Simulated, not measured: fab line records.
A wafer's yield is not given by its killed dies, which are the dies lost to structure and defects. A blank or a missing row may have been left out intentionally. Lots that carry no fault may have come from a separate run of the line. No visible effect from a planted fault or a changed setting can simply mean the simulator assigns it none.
Which of the tools did it? | flow berkeleyCmos170 | 14 lots with 42 wafers sampled at 5 steps, on a route of 331 steps

== WHAT THE GAUGES READ, wafer by wafer ==
UCB170_FIELD_THK_MEAS_91. Usual: FIELD_OXIDE_LEFT_2_THK 355 nm, standard deviation 7.6.
lot  | measured     | on           | FIELD_OXIDE_LEFT_2_THK (nm) | flag
L306 | day 6 11:59  | filmMetro-04 | 358 356 356                 | 
L307 | day 6 23:47  | filmMetro-04 | 355 361 364                 | 
L309 | day 7 12:38  | filmMetro-01 | 351 349 347                 | 
L312 | day 7 20:12  | filmMetro-04 | 348 355 363                 | 
L311 | day 7 20:34  | filmMetro-04 | 365 367 364                 | 
L319 | day 9 21:58  | filmMetro-01 | 357 357 361                 | 
L320 | day 9 22:13  | filmMetro-01 | 358 361 348                 | 
L324 | day 10 19:47 | filmMetro-03 | 366 367 354                 | 
L322 | day 10 20:00 | filmMetro-03 | 348 347 339                 | 
L323 | day 10 20:08 | filmMetro-01 | 344 353 350                 | 
L321 | day 10 20:20 | filmMetro-04 | 344 341 343                 | 
L328 | day 12 01:24 | filmMetro-01 | 362 360 359                 | 
L327 | day 12 01:28 | filmMetro-03 | 345 348 349                 | 
L329 | day 12 05:17 | filmMetro-03 | 350 344 339                 | 

UCB170_NLDD_TW_MEAS_11. Usual: NLDD_TW 2211, standard deviation 22.
lot  | measured     | on           | NLDD_TW        | flag
L306 | day 7 07:26  | filmMetro-02 | 2187 2188 2200 | 
L307 | day 7 19:38  | filmMetro-04 | 2201 2193 2194 | 
L309 | day 8 06:37  | filmMetro-04 | 2186 2196 2188 | 
L312 | day 8 22:49  | filmMetro-04 | 30 30 30       | OFF
L311 | day 8 23:01  | filmMetro-01 | 30 30 30       | OFF
L319 | day 10 21:20 | filmMetro-01 | 2248 2244 2235 | 
L320 | day 10 20:49 | filmMetro-01 | 2246 2248 2247 | 
L324 | day 11 18:37 | filmMetro-02 | 2203 2202 2207 | 
L322 | day 11 19:22 | filmMetro-01 | 2252 2251 2252 | 
L323 | day 11 19:37 | filmMetro-04 | 2221 2225 2225 | 
L321 | day 11 19:47 | filmMetro-04 | 2218 2229 2215 | 
L328 | day 13 12:05 | filmMetro-01 | 2232 2225 2241 | 
L327 | day 13 12:01 | filmMetro-02 | 2180 2168 2174 | 
L329 | day 13 20:23 | filmMetro-04 | 2205 2203 2208 | 

== EACH LOT AND THE TOOL THAT RAN IT (in order: tool; ch and the chambers of the sampled wafers; start) ==
lot  | UCB170_GATE_ETCH_14               | UCB170_PLDD_STRIP_10                | UCB170_NLDD_STRIP_10
L306 | rieDiel-04 ch 0,3, day 7 03:01    | plasmaAsher-02 ch 0,1, day 7 04:58  | plasmaAsher-01 ch 0,1, day 7 07:21
L307 | rieDiel-03 ch 0,1, day 7 11:31    | plasmaAsher-03 ch 1, day 7 16:05    | plasmaAsher-03 ch 0,1, day 7 19:32
L309 | rieDiel-04 ch 0,1, day 8 02:28    | plasmaAsher-02 ch 1, day 8 04:52    | plasmaAsher-01 ch 0,1, day 8 06:30
L312 | rieDiel-04 ch 0,1, day 8 18:00    | plasmaAsher-03 ch 0,1, day 8 20:34  | plasmaAsher-01 ch 0,1, day 8 22:42
L311 | rieDiel-03 ch 0,1, day 8 18:18    | plasmaAsher-02 ch 0,1, day 8 20:28  | plasmaAsher-03 ch 0,1, day 8 22:55
L319 | rieDiel-02 ch 0,1,3, day 10 17:10 | plasmaAsher-04 ch 0,1, day 10 19:29 | plasmaAsher-04 ch 0,1, day 10 21:15
L320 | rieDiel-03 ch 0,2,3, day 10 16:55 | plasmaAsher-03 ch 0,1, day 10 18:56 | plasmaAsher-04 ch 0,1, day 10 20:43
L324 | rieDiel-02 ch 0,1,3, day 11 12:13 | plasmaAsher-03 ch 0,1, day 11 16:32 | plasmaAsher-03 ch 0,1, day 11 18:30
L322 | rieDiel-03 ch 0,1, day 11 12:27   | plasmaAsher-04 ch 0,1, day 11 16:52 | plasmaAsher-01 ch 0,1, day 11 19:16
L323 | rieDiel-04 ch 0,2, day 11 12:41   | plasmaAsher-03 ch 0,1, day 11 17:10 | plasmaAsher-03 ch 0,1, day 11 19:31
L321 | rieDiel-02 ch 0,1,3, day 11 12:49 | plasmaAsher-03 ch 0,1, day 11 17:26 | plasmaAsher-01 ch 0,1, day 11 19:41
L328 | rieDiel-04 ch 0,1, day 12 15:03   | plasmaAsher-02 ch 0,1, day 12 17:34 | plasmaAsher-01 ch 0,1, day 13 11:59
L327 | rieDiel-02 ch 0,2,3, day 12 14:49 | plasmaAsher-03 ch 0,1, day 12 17:15 | plasmaAsher-04 ch 0,1, day 13 11:55
L329 | rieDiel-03 ch 0,2,3, day 13 11:41 | plasmaAsher-02 ch 0,1, day 13 15:53 | plasmaAsher-03 ch 0,1, day 13 20:17
- UCB170_GATE_ETCH_14: etches BARC in N2/H2.
- UCB170_PLDD_STRIP_10: strips in O2.
- UCB170_NLDD_STRIP_10: strips in O2.

== AS READ BY THE TOOLS THEMSELVES (means over the sampled wafers that have a number; for cases with no such wafer, the mark the record gives instead) ==
UCB170_GATE_ETCH_14. Usual: chamberPressureMTorr 30.001 mTorr, standard deviation 0.025; drypumpMotorCurrentA 5.9 A, standard deviation 0.35; h2FlowSccm 200.0 sccm, standard deviation 0.58; oesProductAu 1.001 a.u., standard deviation 0.021; throttleValvePct 13.35 %, standard deviation 0.14.
lot  | tool       | chamberPressureMTorr (mTorr) | drypumpMotorCurrentA (A) | h2FlowSccm (sccm) | oesProductAu (a.u.) | throttleValvePct (%) | flag
L306 | rieDiel-04 | 30.030                       | 6.0                      | 200.2             | 0.994               | 13.25                | 
L307 | rieDiel-03 | 30.006                       | 5.9                      | 200.8             | 1.017               | 13.39                | 
L309 | rieDiel-04 | 30.011                       | 6.1                      | 200.3             | 1.008               | 13.36                | 
L312 | rieDiel-04 | 30.012                       | 5.9                      | 199.9             | 0.991               | 13.40                | 
L311 | rieDiel-03 | 29.993                       | 5.9                      | 200.3             | 1.004               | 13.39                | 
L319 | rieDiel-02 | 29.991                       | 5.9                      | 199.0             | 0.986               | 13.32                | 
L320 | rieDiel-03 | 29.993                       | 5.5                      | 200.4             | 1.015               | 13.36                | 
L324 | rieDiel-02 | 30.001                       | 5.9                      | 200.2             | 0.983               | 13.31                | 
L322 | rieDiel-03 | 30.009                       | 5.9                      | 199.4             | 1.019               | 13.39                | 
L323 | rieDiel-04 | 29.987                       | 6.2                      | 199.8             | 0.983               | 13.32                | 
L321 | rieDiel-02 | 29.991                       | 5.9                      | 200.3             | 0.984               | 13.31                | 
L328 | rieDiel-04 | 30.030                       | 5.9                      | 200.2             | 1.001               | 13.40                | 
L327 | rieDiel-02 | 29.972                       | 5.7                      | 200.4             | 0.990               | 13.34                | 
L329 | rieDiel-03 | 29.998                       | 5.5                      | 200.0             | 1.013               | 13.37                | 

UCB170_PLDD_STRIP_10. Usual: chamberPressureMTorr 3500 mTorr, standard deviation 3.2; drypumpMotorCurrentA 5.8 A, standard deviation 0.5; o2FlowSccm 400.2 sccm, standard deviation 1.1; oesProductAu 0.735 a.u., standard deviation 0.0045; stripTimeToEndpointS 21.59 s, standard deviation 0.055.
lot  | tool           | chamberPressureMTorr (mTorr) | drypumpMotorCurrentA (A) | o2FlowSccm (sccm) | oesProductAu (a.u.) | stripTimeToEndpointS (s) | flag
L306 | plasmaAsher-02 | 3499                         | 5.8                      | 400.7             | 0.736               | 21.66                    | 
L307 | plasmaAsher-03 | 3502                         | 5.7                      | 400.3             | 0.730               | 21.70                    | 
L309 | plasmaAsher-02 | 3498                         | 6.1                      | 400.1             | 0.734               | 21.59                    | 
L312 | plasmaAsher-03 | -                            | -                        | -                 | -                   | -                        | OFF
L311 | plasmaAsher-02 | -                            | -                        | -                 | -                   | -                        | OFF
L319 | plasmaAsher-04 | 3498                         | 5.7                      | 400.3             | 0.733               | 21.63                    | 
L320 | plasmaAsher-03 | 3499                         | 5.9                      | 401.1             | 0.734               | 21.52                    | 
L324 | plasmaAsher-03 | 3497                         | 5.9                      | 399.5             | 0.735               | 21.63                    | 
L322 | plasmaAsher-04 | 3498                         | 5.7                      | 401.1             | 0.737               | 21.50                    | 
L323 | plasmaAsher-03 | 3501                         | 6.2                      | 401.0             | 0.734               | 21.57                    | 
L321 | plasmaAsher-03 | 3499                         | 6.2                      | 400.0             | 0.730               | 21.51                    | 
L328 | plasmaAsher-02 | 3499                         | 5.5                      | 400.1             | 0.732               | 21.61                    | 
L327 | plasmaAsher-03 | 3501                         | 6.2                      | 400.4             | 0.741               | 21.64                    | 
L329 | plasmaAsher-02 | 3500                         | 5.5                      | 400.5             | 0.735               | 21.62                    | 

UCB170_NLDD_STRIP_10. Usual: chamberPressureMTorr 3500 mTorr, standard deviation 3.4; drypumpMotorCurrentA 5.8 A, standard deviation 0.5; o2FlowSccm 399.9 sccm, standard deviation 1.2; oesProductAu 0.735 a.u., standard deviation 0.0043; stripTimeToEndpointS 21.61 s, standard deviation 0.055.
lot  | tool           | chamberPressureMTorr (mTorr) | drypumpMotorCurrentA (A) | o2FlowSccm (sccm) | oesProductAu (a.u.) | stripTimeToEndpointS (s) | flag
L306 | plasmaAsher-01 | 3499                         | 5.8                      | 399.6             | 0.730               | 21.66                    | 
L307 | plasmaAsher-03 | 3500                         | 6.2                      | 399.9             | 0.733               | 21.66                    | 
L309 | plasmaAsher-01 | 3500                         | 6.0                      | 400.6             | 0.733               | 21.58                    | 
L312 | plasmaAsher-01 | 3503                         | 6.0                      | 399.4             | 0.736               | 47.65                    | OFF
L311 | plasmaAsher-03 | 3499                         | 6.1                      | 399.5             | 0.740               | 47.69                    | OFF
L319 | plasmaAsher-04 | 3497                         | 5.3                      | 399.7             | 0.738               | 21.57                    | 
L320 | plasmaAsher-04 | 3501                         | 5.3                      | 400.3             | 0.731               | 21.68                    | 
L324 | plasmaAsher-03 | 3498                         | 6.1                      | 400.5             | 0.735               | 21.59                    | 
L322 | plasmaAsher-01 | 3500                         | 6.0                      | 399.0             | 0.740               | 21.61                    | 
L323 | plasmaAsher-03 | 3501                         | 5.9                      | 400.9             | 0.733               | 21.69                    | 
L321 | plasmaAsher-01 | 3501                         | 6.0                      | 400.6             | 0.736               | 21.58                    | 
L328 | plasmaAsher-01 | 3500                         | 5.8                      | 398.4             | 0.731               | 21.56                    | 
L327 | plasmaAsher-04 | 3500                         | 5.7                      | 399.5             | 0.734               | 21.64                    | 
L329 | plasmaAsher-03 | 3497                         | 6.2                      | 398.7             | 0.735               | 21.65                    | 

== THE ANSWER, worked out from the rows above alone ==
Rule: a lot is off if the mean of its wafers that have a number lies more than 3 standard deviations from the usual mean. A lot without any number at a reading at which 4 lots or more have one is off too. Where the step has rows for the other lots, those lots are counted as sound. The gauges are gone through in route order, then the tools' own readings, and for those a lot's mean is taken as printed above. The first step at which some lot is off is used, and at that step the reading that is off furthest; a lot without a number counts as furthest.
Off: L312, L311, at UCB170_NLDD_TW_MEAS_11 (NLDD_TW).
A tool fits if, at a process step before that reading, it ran every lot that is off, and no sound lot after the first of them. The gauges at UCB170_NLDD_TW_MEAS_11 aren't tried: what is off there is off at UCB170_PLDD_STRIP_10 too, on other tools, and a gauge's error can't cause that. Not one of the candidates tried fits.

== WHAT THE SIMULATOR HAD PUT IN ==
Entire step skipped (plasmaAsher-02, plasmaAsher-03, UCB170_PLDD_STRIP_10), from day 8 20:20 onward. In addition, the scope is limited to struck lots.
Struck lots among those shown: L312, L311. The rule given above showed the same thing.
